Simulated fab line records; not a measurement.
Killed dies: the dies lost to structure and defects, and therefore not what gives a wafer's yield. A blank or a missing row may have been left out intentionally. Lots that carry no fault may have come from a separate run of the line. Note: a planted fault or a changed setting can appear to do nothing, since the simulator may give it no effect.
fab line records	flow ritCmos
[record] lots = 5	wafers = 23
route steps=202 shown ACTIVE@4 FOX1@20 NWELL@29 PWELL@47 WELLDRIVE@50 PRETRO@66 GATE@84 PLDD@122 PSD@150 SDANNEAL@156 SILICIDE@162 CONTACT@168
startH: the number of hours between the record's first day and the start of the first shown wafer of the lot	waitH: hours since the lot's step before	" identical to the entry in the row above	L1.1+2: a row that stands for several wafers	- no value, or no start given	* or withheld: withheld	< > ~ a bound
route shown NAME@n: NAME is a module with steps in the file, n the number in the route of the first one	usual: the fault-free wafers' mean and standard deviation	same: alike in all rows	chamber/n: place in a boat	sites: per-site readings	_std_site: the values' standard deviation	_edge_site: outer sites' mean less inner sites'	radiusMm: how far each site lies from the wafer's centre	mask NAME#n: copy n	behind: tool/chamber where the wafer was last shaped	hold: why the lot was held/for how many hours/how that ended	device: whichever transistor did not switch (one of n, p or np)	end of line: tests of these same wafers at the route's end	a step given without rows: its recipe and nothing more	killed: at the first sort, the dies lost to defects and structure; wafer yield is something else	map: a wafer's dies, x killed, . not, _ none there
set.NAME: the setting that was run; set.NAME@STEP: the one run at that earlier step	model.NAME: the simulator's own value behind a step, which no gauge read
lots run with intentionally changed settings; tables by step, rows by wafer
[[steps]]
[step RIT_ACTIVE_CVD_03]
[recipe] material = Si3N4	targetThkNm = 150	tempC = 810	precursor = SiH2Cl2/NH3	timeS = 1500	pressureMtorr = 300	sih2cl2FlowSccm = 60	nh3FlowSccm = 150
lot.wafer	tool	chamber	startH	waitH	set.nh3FlowSccm
L076.2+3+4+5+6	-	-	-	0.0	131.3
L082.1+2+3+4+6	-	-	-	0.1	137.2
L083.1+2+3+4+5	-	-	-	0.1	128.4
L084.1+2+3	lpcvd-02	0	62.11	0.1	150
L085.2+3+4+5+6	-	-	-	0.0	141.8
[step RIT_FOX1_OXIDATION_00]
[recipe] tempC = 1100	ambient = H2O	targetThkA = 3507	pH2oTorr = 720	oxTimeS = 1130
lot.wafer	tool	chamber	startH	waitH	set.oxTimeS	set.nh3FlowSccm@ACTIVE_CVD_03	model.Si3N4_of_ACTIVE_CVD_03.thkNm
L076.2	-	-	-	0.0	975.2	131.3	127.7
L076.3	"	-	"	"	975.2	131.3	129.9
L076.4	"	-	"	"	975.2	131.3	129.1
L076.5	"	-	"	"	975.2	131.3	128
L076.6	"	-	"	"	975.2	131.3	129.2
L082.1	-	-	-	0.0	1006	137.2	132.2
L082.2	"	-	"	"	1006	137.2	133
L082.3	"	-	"	"	1006	137.2	132.9
L082.4	"	-	"	"	1006	137.2	132.5
L082.6	"	-	"	"	1006	137.2	131.7
L083.1	-	-	-	0.0	1064	128.4	128.1
L083.2	"	-	"	"	1064	128.4	126.6
L083.3+4	"	-	"	"	1064	128.4	127.6
L083.5	"	-	"	"	1064	128.4	127.7
L084.1	furnace-02	0	65.52	0.0	1130	150	141.5
L084.2	"	0	"	"	1130	150	143.3
L084.3	"	0	"	"	1130	150	141.6
L085.2+5	-	-	-	0.0	999.6	141.8	137.7
L085.3	"	-	"	"	999.6	141.8	137.5
L085.4	"	-	"	"	999.6	141.8	136.6
L085.6	"	-	"	"	999.6	141.8	137.3
[step RIT_NWELL_COAT_01]
[recipe] resist = NOVOLAK	spinRpm = 2000	resistThkNm = 1300
lot.wafer	tool	chamber	startH	waitH	set.spinRpm	model.NOVOLAK_of_NWELL_COAT_01.thkNm
L076.2	lithoTrack-03	0	30.96	0.1	2000	1302
L076.3+5	"	0	"	"	1917	1331
L076.4	"	0	"	"	1917	1329
L076.6	"	0	"	"	2000	1299
L082.1+2	lithoTrack-04	0	59.52	0.1	2000	1301
L082.3+4	"	0	"	"	2050	1281
L082.6	"	0	"	"	2000	1303
L083.1+3	lithoTrack-01	0	64.52	0.1	2000	1295
L083.2+4	"	0	"	"	2000	1298
L083.5	"	0	"	"	2000	1299
L084.1	lithoTrack-04	0	69.43	0.1	2000	1299
L084.2	"	0	"	"	2000	1296
L084.3	"	0	"	"	2000	1300
L085.2+4	lithoTrack-03	0	74.66	0.1	2000	1299
L085.3+5	"	0	"	"	2000	1302
L085.6	"	0	"	"	2000	1301
[step RIT_NWELL_SOFTBAKE_02]
[recipe] resist = NOVOLAK	tempC = 90	timeS = 60
[step RIT_NWELL_EXPOSE_03]
[recipe] maskId = M2	na = 0.57	targetCdNm = 43900	doseMj = 250
[step RIT_NWELL_DEVELOP_05]
[recipe] resist = NOVOLAK	developTimeS = 68	devTempC = 23
[step RIT_NWELL_HARDBAKE_07]
[recipe] resist = NOVOLAK	tempC = 140	timeS = 120
lot.wafer	tool	chamber	startH	waitH	set.spinRpm@NWELL_COAT_01	model.NOVOLAK_of_NWELL_COAT_01.thkNm
L076.2	lithoTrack-03	0	31.88	0.1	2000	1139
L076.3+5	"	0	"	"	1917	1164
L076.4	"	0	"	"	1917	1162
L076.6	"	0	"	"	2000	1136
L082.1+2	lithoTrack-03	0	60.61	0.0	2000	1138
L082.3	"	0	"	"	2050	1120
L082.4	"	0	"	"	2050	1121
L082.6	"	0	"	"	2000	1139
L083.1	lithoTrack-03	0	65.29	0.0	2000	1132
L083.2+5	"	0	"	"	2000	1136
L083.3	"	0	"	"	2000	1133
L083.4	"	0	"	"	2000	1135
L084.1	lithoTrack-03	0	70.19	0.0	2000	1136
L084.2	"	0	"	"	2000	1134
L084.3	"	0	"	"	2000	1137
L085.2+4	lithoTrack-04	0	75.57	0.1	2000	1136
L085.3+6	"	0	"	"	2000	1138
L085.5	"	0	"	"	2000	1139
[step RIT_NWELL_IMPLANT_08]
[recipe] species = P	energyKev = 170	doseCm2 = 5e+13	tiltDeg = 7
lot.wafer	tool	chamber	startH	waitH	set.doseCm2
L076.2+4+5	implanter-02	0	32.11	0.2	5.106e+13
L076.3+6	"	0	"	"	5e+13
L082.1+2+3+4+6	implanter-02	0	60.86	0.2	5e+13
L083.1+3	implanter-02	0	65.54	0.2	5e+13
L083.2+4+5	"	0	"	"	4.762e+13
L084.1+2+3	implanter-03	0	70.44	0.2	5e+13
L085.2+3+4	implanter-02	0	75.80	0.2	5.22e+13
L085.5+6	"	0	"	"	5e+13
[step RIT_PWELL_IMPLANT_08]
[recipe] species = B	energyKev = 170	doseCm2 = 7e+13	tiltDeg = 7
lot.wafer	tool	chamber	startH	waitH	set.doseCm2
L076.2+3+6	implanter-02	0	33.82	0.2	7e+13
L076.4+5	"	0	"	"	7.241e+13
L082.1+2+3+4+6	implanter-02	0	62.55	0.2	7e+13
L083.1+4	implanter-03	0	67.09	0.2	7e+13
L083.2+3+5	"	0	"	"	6.688e+13
L084.1+2+3	implanter-04	0	72.00	0.2	7e+13
L085.2+5+6	implanter-04	0	77.35	0.2	7e+13
L085.3+4	"	0	"	"	7.157e+13
[step RIT_PWELL_STRIP_09]
[recipe] chemistry = O2	timeS = 180	resist = NOVOLAK	platenTempC = withheld	powerW = 500	pressureMtorr = 4000	o2FlowSccm = 4000
[step RIT_WELLDRIVE_ANNEAL_00]
[recipe] tempC = 1100	timeS = 14700	ambient = N2
[step RIT_WELLDRIVE_RS_MEAS_01]
[recipe] thkMeasGauge = four-point-probe
[usual] NWELL_RS = 275.8/0.74
lot.wafer	tool	chamber	startH	waitH	set.doseCm2@NWELL_IMPLANT_08	NWELL_RS[ohm/sq]
L076.2	filmMetro-03	-	40.01	0.0	5.106e+13	273.0
L076.3	"	-	"	"	5e+13	276.4
L076.4	"	-	"	"	5.106e+13	272.6
L076.5	"	-	"	"	5.106e+13	273.3
L076.6	"	-	"	"	5e+13	276.5
L082.1	filmMetro-01	-	68.02	0.0	5e+13	275.6
L082.2	"	-	"	"	5e+13	274.6
L082.3	"	-	"	"	5e+13	275.1
L082.4	"	-	"	"	5e+13	275.6
L082.6	"	-	"	"	5e+13	275.8
L083.1	filmMetro-04	-	72.56	0.0	5e+13	275.9
L083.2	"	-	"	"	4.762e+13	283.6
L083.3	"	-	"	"	5e+13	275.8
L083.4	"	-	"	"	4.762e+13	283.4
L083.5	"	-	"	"	4.762e+13	283.8
L084.1	filmMetro-04	-	77.46	0.0	5e+13	275.0
L084.2	"	-	"	"	5e+13	275.5
L084.3	"	-	"	"	5e+13	275.3
L085.2	filmMetro-01	-	83.58	0.0	5.22e+13	268.4
L085.3	"	-	"	"	5.22e+13	267.3
L085.4	"	-	"	"	5.22e+13	268.2
L085.5	"	-	"	"	5e+13	275.1
L085.6	"	-	"	"	5e+13	274.4
[step RIT_WELLDRIVE_RS_MEAS_02]
[recipe] thkMeasGauge = four-point-probe
[usual] PWELL_RS = 430.4/1.4
lot.wafer	tool	chamber	startH	waitH	set.doseCm2@PWELL_IMPLANT_08	PWELL_RS[ohm/sq]
L076.2	filmMetro-03	-	40.13	0.1	7e+13	431.5
L076.3	"	-	"	"	7e+13	431.6
L076.4	"	-	"	"	7.241e+13	423.3
L076.5	"	-	"	"	7.241e+13	422.2
L076.6	"	-	"	"	7e+13	431.4
L082.1	filmMetro-01	-	68.14	0.1	7e+13	428.7
L082.2	"	-	"	"	7e+13	428.5
L082.3	"	-	"	"	7e+13	428.9
L082.4	"	-	"	"	7e+13	428.2
L082.6	"	-	"	"	7e+13	429.1
L083.1	filmMetro-04	-	72.68	0.1	7e+13	431.6
L083.2	"	-	"	"	6.688e+13	444.7
L083.3	"	-	"	"	6.688e+13	443.5
L083.4	"	-	"	"	7e+13	431.6
L083.5	"	-	"	"	6.688e+13	442.9
L084.1	filmMetro-04	-	77.58	0.1	7e+13	430.0
L084.2	"	-	"	"	7e+13	430.9
L084.3	"	-	"	"	7e+13	429.8
L085.2	filmMetro-01	-	83.70	0.1	7e+13	428.8
L085.3	"	-	"	"	7.157e+13	422.3
L085.4	"	-	"	"	7.157e+13	423.1
L085.5	"	-	"	"	7e+13	428.9
L085.6	"	-	"	"	7e+13	428.8
[step RIT_PRETRO_SOFTBAKE_02]
[recipe] resist = NOVOLAK	tempC = 90	timeS = 60
lot.wafer	tool	chamber	startH	waitH	set.tempC
L076.2+5+6	lithoTrack-02	0	42.23	0.1	90
L076.3+4	"	0	"	"	87.31
L082.1+4	lithoTrack-04	0	70.11	0.1	93.59
L082.2+3+6	"	0	"	"	90
L083.1+2+5	lithoTrack-02	0	74.65	0.1	90
L083.3+4	"	0	"	"	87.18
L084.1+2+3	lithoTrack-02	0	79.75	0.1	90
L085.2+3+4+5+6	lithoTrack-04	0	85.75	0.1	90
[step RIT_PRETRO_EXPOSE_03]
[recipe] maskId = M5	na = 0.57	targetCdNm = 43700	doseMj = 250
[step RIT_PRETRO_PEB_04]
[recipe] resist = NOVOLAK	tempC = withheld	timeS = withheld
[step RIT_PRETRO_DEVELOP_05]
[recipe] resist = NOVOLAK	developTimeS = 68	devTempC = 23
lot.wafer	tool	chamber	startH	waitH	set.tempC@PRETRO_SOFTBAKE_02	model.NOVOLAK_of_PRETRO_COAT_01.thkNm
L076.2+6	lithoTrack-04	0	-	-	90	1298
L076.3	"	0	"	"	87.31	1311
L076.4	"	0	"	"	87.31	1306
L076.5	"	0	"	"	90	1297
L082.1	lithoTrack-02	0	-	-	93.59	1287
L082.2	"	0	"	"	90	1301
L082.3	"	0	"	"	90	1299
L082.4	"	0	"	"	93.59	1288
L082.6	"	0	"	"	90	1302
L083.1	lithoTrack-03	0	-	-	90	1295
L083.2	"	0	"	"	90	1296
L083.3	"	0	"	"	87.18	1303
L083.4	"	0	"	"	87.18	1304
L083.5	"	0	"	"	90	1293
L084.1	lithoTrack-04	0	-	-	90	1295
L084.2	"	0	"	"	90	1291
L084.3	"	0	"	"	90	1294
L085.2	lithoTrack-02	0	-	-	90	1293
L085.3	"	0	"	"	90	1297
L085.4+6	"	0	"	"	90	1294
L085.5	"	0	"	"	90	1300
[step RIT_GATE_CVD_08]
[recipe] material = poly-Si	targetThkNm = 250	tempC = 610	precursor = SiH4	timeS = 2220	pressureMtorr = 300	sih4FlowSccm = 100
lot.wafer	tool	chamber	startH	waitH	set.timeS	model.poly-Si_of_GATE_CVD_08.thkNm
L076.2	-	-	-	0.0	2052	230.7
L076.3+4	"	-	"	"	2052	230.5
L076.5	"	-	"	"	2052	231.1
L076.6	"	-	"	"	2052	230.2
L082.1	-	-	-	0.1	1949	214.5
L082.2	"	-	"	"	1949	215.3
L082.3	"	-	"	"	1949	214.4
L082.4	"	-	"	"	1949	216.1
L082.6	"	-	"	"	1949	215.9
L083.1	-	-	-	0.1	2134	238.2
L083.2	"	-	"	"	2134	237
L083.3	"	-	"	"	2134	236.6
L083.4	"	-	"	"	2134	237.6
L083.5	"	-	"	"	2134	237.8
L084.1	lpcvd-02	1	82.91	0.1	2220	248.5
L084.2	"	1	"	"	2220	248.9
L084.3	"	1	"	"	2220	248
L085.2	-	-	-	0.0	2035	229.6
L085.3	"	-	"	"	2035	228.4
L085.4	"	-	"	"	2035	229.8
L085.5	"	-	"	"	2035	230.3
L085.6	"	-	"	"	2035	228.6
[step RIT_GATE_THK_MEAS_09]
[recipe] reads = poly-Si_of_GATE_CVD_08
[usual] GATE_POLY_THK = 249.1/1.9
lot.wafer	tool	chamber	startH	waitH	set.timeS@GATE_CVD_08	GATE_POLY_THK[nm]
L076.2	filmMetro-01	-	-	-	2052	230.7
L076.3	"	-	"	"	2052	230.6
L076.4	"	-	"	"	2052	230.6
L076.5	"	-	"	"	2052	231.3
L076.6	"	-	"	"	2052	230.3
L082.1	filmMetro-02	-	-	-	1949	214.3
L082.2	"	-	"	"	1949	215.5
L082.3	"	-	"	"	1949	214.5
L082.4	"	-	"	"	1949	216.2
L082.6	"	-	"	"	1949	216.0
L083.1	filmMetro-01	-	-	-	2134	238.2
L083.2	"	-	"	"	2134	236.8
L083.3	"	-	"	"	2134	236.5
L083.4	"	-	"	"	2134	237.6
L083.5	"	-	"	"	2134	237.7
L084.1	filmMetro-03	-	85.33	0.0	2220	248.7
L084.2	"	-	"	"	2220	249.0
L084.3	"	-	"	"	2220	248.1
L085.2	filmMetro-01	-	-	-	2035	229.6
L085.3	"	-	"	"	2035	228.2
L085.4	"	-	"	"	2035	229.7
L085.5	"	-	"	"	2035	230.2
L085.6	"	-	"	"	2035	228.6
[step RIT_PLDD_IMPLANT_08]
[recipe] species = BF2	energyKev = 20	doseCm2 = 9e+14	tiltDeg = 7
lot.wafer	tool	chamber	startH	waitH	set.energyKev	model.implant.drpNm	model.implant.rpNm
L076.2+3+4	implanter-02	0	54.26	0.1	20	9.752	17.55
L076.5+6	"	0	"	"	18.91	9.375	16.8
L082.1+3	implanter-03	0	82.53	0.1	21.15	10.14	17.5
L082.2+4+6	"	0	"	"	20	9.752	16.76
L083.1+2+3+4+5	implanter-04	0	87.49	0.1	20	9.752	17.79
L084.1+2+3	implanter-03	0	92.43	0.1	20	9.752	16.78
L085.2+3+4+5+6	implanter-03	0	98.74	0.1	20	9.752	17.23
[step RIT_PSD_IMPLANT_08]
[recipe] species = BF2	energyKev = 27	doseCm2 = 5e+15	tiltDeg = 7
lot.wafer	tool	chamber	startH	waitH	set.energyKev
L076.2+3+4+5+6	implanter-01	0	59.77	0.1	27
L082.1+4	implanter-01	0	88.45	0.1	27
L082.2+3+6	"	0	"	"	27.63
L083.1+2+3+4+5	implanter-03	0	93.08	0.1	27
L084.1+2+3	implanter-01	0	98.09	0.1	27
L085.2+3+4+5+6	implanter-03	0	104.37	0.1	27
[step RIT_SDANNEAL_RTA_03]
[recipe] tempC = 1050	timeS = 5	idleTempC = 600	rampUpCPerS = 342	rampDownCPerS = 171	coolToC = 600	ambient = N2
lot.wafer	tool	chamber	startH	waitH	set.timeS
L076.2+3+5	rtpAnneal-01	0	60.68	0.0	5.632
L076.4+6	"	0	"	"	5
L082.1+3+4	rtpAnneal-01	0	89.23	0.0	5
L082.2+6	"	0	"	"	4.296
L083.1+2+5	rtpAnneal-02	0	93.83	0.0	5.63
L083.3+4	"	0	"	"	5
L084.1+2+3	rtpAnneal-01	0	98.84	0.0	5
L085.2+4+5	rtpAnneal-02	0	105.12	0.0	5
L085.3+6	"	0	"	"	5.678
[step RIT_SDANNEAL_RS_MEAS_04]
[recipe] thkMeasGauge = four-point-probe
[usual] PSD_RS = 115.90/0.26
lot.wafer	tool	chamber	startH	waitH	set.energyKev@PSD_IMPLANT_08	set.timeS@SDANNEAL_RTA_03	PSD_RS[ohm/sq]
L076.2	filmMetro-01	-	60.75	0.1	27	5.632	114.89
L076.3	"	-	"	"	27	5.632	114.58
L076.4	"	-	"	"	27	5	116.05
L076.5	"	-	"	"	27	5.632	114.27
L076.6	"	-	"	"	27	5	116.44
L082.1	filmMetro-01	-	89.29	0.0	27	5	115.33
L082.2	"	-	"	"	27.63	4.296	116.15
L082.3	"	-	"	"	27.63	5	114.24
L082.4	"	-	"	"	27	5	115.79
L082.6	"	-	"	"	27.63	4.296	116.12
L083.1	filmMetro-01	-	93.89	0.0	27	5.63	114.36
L083.2	"	-	"	"	27	5.63	114.16
L083.3	"	-	"	"	27	5	116.13
L083.4	"	-	"	"	27	5	116.04
L083.5	"	-	"	"	27	5.63	114.14
L084.1	filmMetro-04	-	98.90	0.0	27	5	115.85
L084.2	"	-	"	"	27	5	115.59
L084.3	"	-	"	"	27	5	115.92
L085.2	filmMetro-04	-	105.24	0.1	27	5	116.22
L085.3	"	-	"	"	27	5.678	114.07
L085.4	"	-	"	"	27	5	116.20
L085.5	"	-	"	"	27	5	116.45
L085.6	"	-	"	"	27	5.678	114.10
[step RIT_SILICIDE_SPUTTER_01]
[recipe] material = Ti	targetThkNm = 30	powerW = 350	chamberPressurePa = 0.667	gas = Ar	timeS = 240	substrateTempC = 25
lot.wafer	tool	chamber	startH	waitH	set.timeS	model.Ti_of_SILICIDE_SPUTTER_01.thkNm
L076.2	pvdSputter-01	-	61.24	0.0	240	30.21
L076.3	"	-	"	"	206.9	25.68
L076.4	"	-	"	"	240	29.73
L076.5	"	-	"	"	206.9	26.17
L076.6	"	-	"	"	240	29.94
L082.1	pvdSputter-03	-	89.78	0.0	240	29.79
L082.2	"	-	"	"	240	29.05
L082.3	"	-	"	"	240	29.92
L082.4	"	-	"	"	240	29.59
L082.6	"	-	"	"	240	29.78
L083.1	pvdSputter-04	-	94.38	0.0	205.9	25.25
L083.2	"	-	"	"	240	30.06
L083.3	"	-	"	"	205.9	25.56
L083.4	"	-	"	"	240	29.74
L083.5	"	-	"	"	205.9	25.99
L084.1	pvdSputter-03	-	99.39	0.0	240	29.97
L084.2	"	-	"	"	240	29.99
L084.3	"	-	"	"	240	30.02
L085.2	pvdSputter-04	-	105.71	0.0	240	29.15
L085.3	"	-	"	"	240	29.26
L085.4	"	-	"	"	240	29.21
L085.5	"	-	"	"	240	29.14
L085.6	"	-	"	"	240	29.81
[step RIT_SILICIDE_RS_MEAS_02]
[recipe] thkMeasGauge = four-point-probe	reads = Ti_of_SILICIDE_SPUTTER_01
[usual] SILICIDE_TI_RS = 48.5/0.65
lot.wafer	tool	chamber	startH	waitH	set.timeS@SILICIDE_SPUTTER_01	SILICIDE_TI_RS[ohm/sq]
L076.2	filmMetro-01	-	61.41	0.1	240	47.4
L076.3	"	-	"	"	206.9	58.2
L076.4	"	-	"	"	240	48.5
L076.5	"	-	"	"	206.9	56.8
L076.6	"	-	"	"	240	48.0
L082.1	filmMetro-02	-	89.93	0.1	240	48.2
L082.2	"	-	"	"	240	49.9
L082.3	"	-	"	"	240	48.0
L082.4	"	-	"	"	240	48.7
L082.6	"	-	"	"	240	48.4
L083.1	filmMetro-02	-	94.54	0.1	205.9	59.5
L083.2	"	-	"	"	240	47.8
L083.3	"	-	"	"	205.9	58.5
L083.4	"	-	"	"	240	48.4
L083.5	"	-	"	"	205.9	57.4
L084.1	filmMetro-03	-	99.54	0.1	240	47.9
L084.2	"	-	"	"	240	48.0
L084.3	"	-	"	"	240	48.0
L085.2	filmMetro-03	-	105.88	0.1	240	49.7
L085.3	"	-	"	"	240	49.4
L085.4	"	-	"	"	240	49.5
L085.5	"	-	"	"	240	49.7
L085.6	"	-	"	"	240	48.3
[step RIT_SILICIDE_THK_MEAS_03]
[recipe] thkMeasGauge = xrf	reads = Ti_of_SILICIDE_SPUTTER_01
[usual] SILICIDE_TI_THK = 29.6/0.32
lot.wafer	tool	chamber	startH	waitH	set.timeS@SILICIDE_SPUTTER_01	SILICIDE_TI_THK[nm]
L076.2	filmMetro-01	-	61.52	0.1	240	30.1
L076.3	"	-	"	"	206.9	25.7
L076.4	"	-	"	"	240	29.6
L076.5	"	-	"	"	206.9	26.1
L076.6	"	-	"	"	240	29.7
L082.1	filmMetro-02	-	90.05	0.1	240	29.8
L082.2	"	-	"	"	240	29.0
L082.3	"	-	"	"	240	29.8
L082.4	"	-	"	"	240	29.6
L082.6	"	-	"	"	240	29.8
L083.1	filmMetro-02	-	94.66	0.1	205.9	25.3
L083.2	"	-	"	"	240	30.0
L083.3	"	-	"	"	205.9	25.6
L083.4	"	-	"	"	240	29.7
L083.5	"	-	"	"	205.9	26.0
L084.1	filmMetro-03	-	99.66	0.1	240	29.9
L084.2	"	-	"	"	240	29.8
L084.3	"	-	"	"	240	30.0
L085.2	filmMetro-03	-	105.99	0.1	240	29.0
L085.3	"	-	"	"	240	29.1
L085.4	"	-	"	"	240	29.2
L085.5	"	-	"	"	240	29.1
L085.6	"	-	"	"	240	29.7
[step RIT_CONTACT_CVD_00]
[recipe] material = SiO2	targetThkNm = 400	precursor = TEOS	tempC = 390	timeS = 61	rfW = 400
lot.wafer	tool	chamber	startH	waitH	set.timeS	model.SiO2_of_CONTACT_CVD_00.thkNm
L076.2	pecvd-01	1	61.74	0.0	61	396.2
L076.3	"	0	"	"	61	397.9
L076.4	"	1	"	"	61	402.6
L076.5	"	0	"	"	61	404.8
L076.6	"	2	"	"	61	402
L082.1	pecvd-01	0	90.29	0.1	61	394.9
L082.2	"	1	"	"	61	-
L082.3	"	2	"	"	69.39	-
L082.4	"	1	"	"	61	403.2
L082.6	"	0	"	"	69.39	456.9
L083.1	pecvd-02	0	94.90	0.1	61	399.6
L083.2	"	2	"	"	54.49	-
L083.3	"	1	"	"	54.49	363.7
L083.4+5	"	0,2	"	"	61	-
L084.1	pecvd-03	2	99.90	0.1	61	397
L084.2	"	1	"	"	61	394.6
L084.3	"	1	"	"	61	404.8
L085.2	pecvd-01	1	106.28	0.1	61	385.1
L085.3	"	0	"	"	61	396.9
L085.4+5+6	"	0,1,2	"	"	61	-
[step RIT_CONTACT_THK_MEAS_01]
[recipe] reads = SiO2_of_CONTACT_CVD_00
[usual] CONTACT_TEOS_THK = 402/5.4
lot.wafer	tool	chamber	startH	waitH	set.timeS@CONTACT_CVD_00	CONTACT_TEOS_THK[nm]
L076.2	filmMetro-03	-	61.80	0.0	61	396
L076.3	"	-	"	"	61	398
L076.4	"	-	"	"	61	403
L076.5	"	-	"	"	61	405
L076.6	"	-	"	"	61	402
L082.1	filmMetro-01	-	90.34	0.0	61	395
L082.2	"	-	"	"	61	395
L082.3	"	-	"	"	69.39	450
L082.4	"	-	"	"	61	403
L082.6	"	-	"	"	69.39	457
L083.1	filmMetro-01	-	94.95	0.0	61	400
L083.2	"	-	"	"	54.49	353
L083.3	"	-	"	"	54.49	364
L083.4	"	-	"	"	61	407
L083.5	"	-	"	"	61	402
L084.1	filmMetro-04	-	99.97	0.1	61	397
L084.2	"	-	"	"	61	395
L084.3	"	-	"	"	61	405
L085.2	filmMetro-03	-	106.34	0.0	61	385
L085.3	"	-	"	"	61	397
L085.4	"	-	"	"	61	399
L085.5	"	-	"	"	61	395
L085.6	"	-	"	"	61	394
[[key]]
[split] step = RIT_ACTIVE_CVD_03	setting = nh3FlowSccm	stated = 150	by = lot
[response] step = RIT_FOX1_OXIDATION_00	reading = model.Si3N4_of_ACTIVE_CVD_03.thkNm	change = +1.06	per = 1%	r = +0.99
[split] step = RIT_FOX1_OXIDATION_00	setting = oxTimeS	stated = 1130	by = lot
response none clear
[split] step = RIT_NWELL_COAT_01	setting = spinRpm	stated = 2000	by = wafer
[response] step = RIT_NWELL_COAT_01	reading = model.NOVOLAK_of_NWELL_COAT_01.thkNm	change = -7.43	per = 1%	r = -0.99
[response] step = RIT_NWELL_HARDBAKE_07	reading = model.NOVOLAK_of_NWELL_COAT_01.thkNm	change = -6.4	per = 1%	r = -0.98
[split] step = RIT_NWELL_IMPLANT_08	setting = doseCm2	stated = 5e+13	by = wafer
[response] step = RIT_WELLDRIVE_RS_MEAS_01	reading = NWELL_RS	change = -1.6	per = 1%	r = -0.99
[split] step = RIT_PWELL_IMPLANT_08	setting = doseCm2	stated = 7e+13	by = wafer
[response] step = RIT_WELLDRIVE_RS_MEAS_02	reading = PWELL_RS	change = -2.67	per = 1%	r = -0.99
[split] step = RIT_PRETRO_SOFTBAKE_02	setting = tempC	stated = 90	by = wafer
[response] step = RIT_PRETRO_DEVELOP_05	reading = model.NOVOLAK_of_PRETRO_COAT_01.thkNm	change = -3.28	per = 1%	r = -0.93
[split] step = RIT_GATE_CVD_08	setting = timeS	stated = 2220	by = lot
[response] step = RIT_GATE_CVD_08	reading = model.poly-Si_of_GATE_CVD_08.thkNm	change = +2.6	per = 1%	r = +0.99
[response] step = RIT_GATE_THK_MEAS_09	reading = GATE_POLY_THK	change = +2.6	per = 1%	r = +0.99
[split] step = RIT_PLDD_IMPLANT_08	setting = energyKev	stated = 20	by = wafer
[response] step = RIT_PLDD_IMPLANT_08	reading = model.implant.drpNm	change = +0.0685	per = 1%	r = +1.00
[response] step = RIT_PLDD_IMPLANT_08	reading = model.implant.rpNm	change = +0.134	per = 1%	r = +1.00
[split] step = RIT_PSD_IMPLANT_08	setting = energyKev	stated = 27	by = wafer
[response] step = RIT_SDANNEAL_RS_MEAS_04	reading = PSD_RS	slope = -0.612	per = 1%	togetherWith = timeS@SDANNEAL_RTA_03	explained = 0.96
[split] step = RIT_SDANNEAL_RTA_03	setting = timeS	stated = 5	by = wafer
[response] step = RIT_SDANNEAL_RS_MEAS_04	reading = PSD_RS	change = -0.126	per = 1%	r = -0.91
[split] step = RIT_SILICIDE_SPUTTER_01	setting = timeS	stated = 240	by = wafer
[response] step = RIT_SILICIDE_SPUTTER_01	reading = model.Ti_of_SILICIDE_SPUTTER_01.thkNm	change = +0.298	per = 1%	r = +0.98
[response] step = RIT_SILICIDE_RS_MEAS_02	reading = SILICIDE_TI_RS	change = -0.715	per = 1%	r = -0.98
[response] step = RIT_SILICIDE_THK_MEAS_03	reading = SILICIDE_TI_THK	change = +0.293	per = 1%	r = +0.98
[split] step = RIT_CONTACT_CVD_00	setting = timeS	stated = 61	by = wafer
[response] step = RIT_CONTACT_CVD_00	reading = model.SiO2_of_CONTACT_CVD_00.thkNm	change = +3.94	per = 1%	r = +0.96
[response] step = RIT_CONTACT_THK_MEAS_01	reading = CONTACT_TEOS_THK	change = +4.1	per = 1%	r = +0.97
